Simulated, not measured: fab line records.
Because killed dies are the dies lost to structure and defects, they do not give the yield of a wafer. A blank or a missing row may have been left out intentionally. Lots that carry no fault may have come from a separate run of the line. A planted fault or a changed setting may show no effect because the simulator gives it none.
2 desks looking at one fault	flow berkeley-cmos170	only its own numbers are on each desk; what lay behind them is given at the end

== THE METROLOGY DESK ==
What the gauges read, lot by lot, whatever tool the lot ran on: means of the sampled wafers that have a number. A lot is out of limits, marked OUT, if its mean lies more than 4 standard deviations from the usual mean; the brackets give that distance.
Columns: A = cd-nm at UCB170_ACTIVE_CD_MEAS_13, usual 1200.3 nm
lot	first seen here	A
L595	day 4 19:38	1200.7
L596	day 5 02:19	1200.1
L598	day 5 11:58	1200.2
L599	day 5 19:55	1200.2
L601	day 6 04:01	1198.4
L602	day 6 04:16	1199.3
L603	day 6 13:38	1201.0
L606	day 7 15:06	1201.3
L607	day 7 15:20	1199.1
L608	day 7 23:16	1199.0
L609	day 7 23:31	1200.9
L611	day 8 15:07	1200.5
L614	day 9 09:02	1201.7
L618	day 10 08:07	1202.8
Result from this desk: across the 14 lots, nothing is out of limits.

== AT THE TOOL OWNER'S DESK: rie-metal-04 ==
The tool's own readings at UCB170_M3_METAL_ETCH_18 (etches Al in Cl2/BCl3, stops on SiO2, target depth 1170 nm, time 200.2 s): means of the sampled wafers that have a number, for each lot that ran on this tool. A lot is out of limits, marked OUT, if its mean lies more than 4 standard deviations from the usual mean; the brackets give that distance.
Columns: A = drypump-motor-current-A at UCB170_M3_METAL_ETCH_18, usual 5.8 A; B = oes-product-au at UCB170_M3_METAL_ETCH_18, usual 0.853 a.u.; C = throttle-valve-pct at UCB170_M3_METAL_ETCH_18, usual 24.2 %
lot	first seen here	A	B	C
L595	day 9 16:37	5.8	0.853	24.0
L602	day 10 12:28	5.7	0.842	24.0
L603	day 11 01:50	5.7	0.780 (-4.5) OUT	24.1
L607	day 11 18:45	5.7	0.793	24.0
This desk finds L603 out of limits, L603 being first, at day 11 01:50 (oes-product-au at UCB170_M3_METAL_ETCH_18). In limits: L595, L602, L607.

== ALL TOGETHER ==
On L603, at day 11 01:50, an alarm was possible from the tool owner's desk.
From the metrology desk's view, nothing was out of limits.
The metrology desk has L603 on record, within its limits.
Of the lots named, all ran UCB170_M3_METAL_ETCH_18 on rie-metal-04.

== WHAT THE SIMULATOR HAD INSERTED ==
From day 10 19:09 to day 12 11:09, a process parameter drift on rie-metal-04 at UCB170_M3_METAL_ETCH_18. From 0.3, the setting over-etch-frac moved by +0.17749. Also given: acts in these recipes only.
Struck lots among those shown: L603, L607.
How many hours passed from the start of the fault until each desk's first out-of-limits reading: the tool owner's desk, 7.
